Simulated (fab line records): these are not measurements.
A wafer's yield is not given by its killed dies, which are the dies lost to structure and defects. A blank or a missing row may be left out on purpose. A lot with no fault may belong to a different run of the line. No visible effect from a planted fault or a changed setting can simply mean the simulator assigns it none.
A lot that was struck, set against a sound lot	flow rit cmos	15 steps out of a route of 202
Sound: the wafers L773.1, L773.2, L773.6. The struck wafers were L776.1, L776.5, L776.6. The cause is given at the end.
At each step with rows: each side's tool, then ch and its chambers, then its first start. Under that, the readings that differ: sound wafers	struck wafers	difference of the means	sigmas: that difference in standard deviations of wafers without a fault.
alike: words and numbers the same on both sides, and readings whose means are apart by under 2 such deviations; not compared: readings that were withheld, readings missing a value for some wafer, numbers with overlapping values and no deviation given by the record, and bounds like >300 which may hide the same value.
A row with sigmas, a row that says differs or no value, or rows on one side alone: a step with any of these is where the two part. Numbers that don't overlap but have no deviation are shown without sigmas and don't part them. Lack of a reading on every wafer of one side parts them only where that side has two or more wafers.

RIT_PWELL_TW_MEAS_10:
  struck on film metro-04, day 5 05:17; sound on film metro-04, day 4 08:10
  alike: PWELL_TW
then, 1 step without rows for these wafers: RIT_WELLDRIVE_ANNEAL_00 (time 14700 s).
RIT_WELLDRIVE_RS_MEAS_01: measurement is done with a four-point probe.
  struck on film metro-04, day 5 11:01; sound on film metro-02, day 4 14:43
  alike: NWELL_RS
RIT_WELLDRIVE_RS_MEAS_02: measurement is done with a four-point probe.
  struck on film metro-04, day 5 11:08; sound on film metro-02, day 4 14:50
reading	sound	struck	difference	sigmas
PWELL_RS (ohm/sq)	429.8 430.9 431.2	427.9 427.4 427.7	-3.0	-2
then, 6 steps without rows for these wafers: RIT_NRETRO_HMDS_00 (prime time 60 s); RIT_NRETRO_COAT_01 (resist thk 1300 nm); RIT_NRETRO_SOFTBAKE_02 (time 60 s); RIT_NRETRO_EXPOSE_03 (exposes mask M4, target cd 43900 nm); RIT_NRETRO_PEB_04; RIT_NRETRO_DEVELOP_05 (develop time 68 s).
RIT_NRETRO_OVL_MEAS_06:
  struck on overlay-02, day 5 12:16; sound on overlay-02, day 4 15:58
  alike: NRETRO_OVL
then, 1 step without rows for these wafers: RIT_NRETRO_HARDBAKE_07 (time 120 s).
RIT_NRETRO_IMPLANT_08:
  sound on implanter-03 ch 0, day 4 16:15; struck on implanter-03 ch 0, day 5 12:34
reading	sound	struck	difference	sigmas
dose ions cm2	1.0016e+13 1.0027e+13 1.0005e+13	1.0176e+13 1.0168e+13 1.018e+13	+1.5867e+11	+13
RIT_NRETRO_STRIP_09: strips in O2, time 180 s.
  sound on plasma asher-02 ch 0,1, day 4 16:24; struck on plasma asher-02 ch 0,1, day 5 12:43
  alike: chamber pressure mTorr, drypump motor current A
  not compared: rf hours counter h
RIT_M1_PROBE_99:
  struck on prober-02, day 7 01:13; sound on prober-02, day 5 23:41
  alike: killed at contacts, killed at front end, killed dies, killed open, killed short

WHERE THEY PART
Earliest at RIT_WELLDRIVE_RS_MEAS_02; latest, in this record, at RIT_NRETRO_IMPLANT_08. Later steps at which nothing parts them and some readings are alike: RIT_NRETRO_STRIP_09, RIT_M1_PROBE_99.

WHY: whatever the simulator had introduced
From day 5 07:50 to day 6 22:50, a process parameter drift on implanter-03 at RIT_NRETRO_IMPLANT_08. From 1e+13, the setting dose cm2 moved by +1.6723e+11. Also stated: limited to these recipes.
